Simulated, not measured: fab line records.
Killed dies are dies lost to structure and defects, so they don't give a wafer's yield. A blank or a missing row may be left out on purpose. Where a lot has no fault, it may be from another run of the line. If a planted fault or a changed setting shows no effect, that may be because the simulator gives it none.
One fault seen from 2 desks	flow berkeley_cmos170	each desk has only its own numbers; what lay behind them comes last

== THE METROLOGY DESK ==
What the gauges read for every lot (on any tool): the sampled wafers with a number, averaged. The brackets show how far a lot's mean lies from the usual mean; more than 4 standard deviations puts the lot out of limits, marked OUT.
Columns: A = cd_nm at UCB170_NSD_CD_MEAS_06, usual 1199.8 nm; B = M1_OVL at UCB170_M1_OVL_MEAS_10, usual 0 nm; C = cd_nm at UCB170_V1_CD_MEAS_12, usual 699.5 nm
lot	first seen here	A	B	C
L636	day 8 05:11	1200.6	-4	699.7
L637	day 8 20:50	1200.6	-11	698.7
L639	day 8 21:34	1199.9	-2	699.8
L638	day 8 21:34	1199.4	11	698.6
L643	day 9 14:26	1199.8	6	698.5
L641	day 9 14:57	1199.4	-4	699.0
L644	day 10 05:22	1200.6	2	699.5
L645	day 10 05:47	1201.4	-8	699.3
L646	day 10 11:44	1198.0	6	698.4
L649	day 11 04:15	1198.8	3	698.4
L652	day 11 08:00	1200.6	11	698.9
L655	day 12 11:33	1200.6	-2	701.1
L658	day 12 11:49	1201.4	-9	700.6
L657	day 12 11:58	1200.8	-7	699.2
This desk's finding: nothing out of limits on any of the 14 lots.

== THE TOOL OWNER'S DESK: rie_metal-02 ==
The tool's own readings at UCB170_M1_METAL_ETCH_12 (etches Al in Cl2/BCl3, stops on PSG, target depth 780 nm, time 130 s): means of the sampled wafers that have a number, for each lot that ran on this tool. The brackets show how far a lot's mean lies from the usual mean; more than 4 standard deviations puts the lot out of limits, marked OUT.
Columns: A = drypump_motor_current_A at UCB170_M1_METAL_ETCH_12, usual 5.8 A; B = oes_product_au at UCB170_M1_METAL_ETCH_12, usual 0.855 a.u.; C = run_length_s at UCB170_M1_METAL_ETCH_12, usual 158.1 s; D = throttle_valve_pct at UCB170_M1_METAL_ETCH_12, usual 24.35 %
lot	first seen here	A	B	C	D
L636	day 8 14:35	5.6	0.868	157.9	24.25
L637	day 9 05:35	5.9	0.858	158.3	24.34
L638	day 9 07:29	5.9	0.850	157.9	24.35
L643	day 9 23:29	5.9	0.847	158.2	24.35
L645	day 10 15:47	5.0	0.873	158.2	24.06
L649	day 11 13:10	5.3	0.916 (+4.7) OUT	151.1 (-19) OUT	24.19
L652	day 11 17:11	5.9	0.986 (+10) OUT	136.7 (-56) OUT	24.42
This desk's finding: out of limits on L649, L652; first on L649, day 11 13:10 (oes_product_au at UCB170_M1_METAL_ETCH_12). Within limits: L636, L637, L638, L643, L645.

== PUT TOGETHER ==
The tool owner's desk could have raised an alarm at day 11 13:10, on L649, L652.
Nothing out of limits was seen by the metrology desk.
The metrology desk holds a record of L649, L652, inside its limits.
On rie_metal-02, each named lot ran UCB170_M1_METAL_ETCH_12.

== WHAT WAS PUT IN BY THE SIMULATOR ==
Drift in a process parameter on rie_metal-02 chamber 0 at UCB170_M1_METAL_ETCH_12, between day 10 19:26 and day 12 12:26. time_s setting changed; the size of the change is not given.
Lots struck among those shown: L649, L652.
How many hours passed from the start of the fault until each desk's first out-of-limits reading: the tool owner's desk, 18.
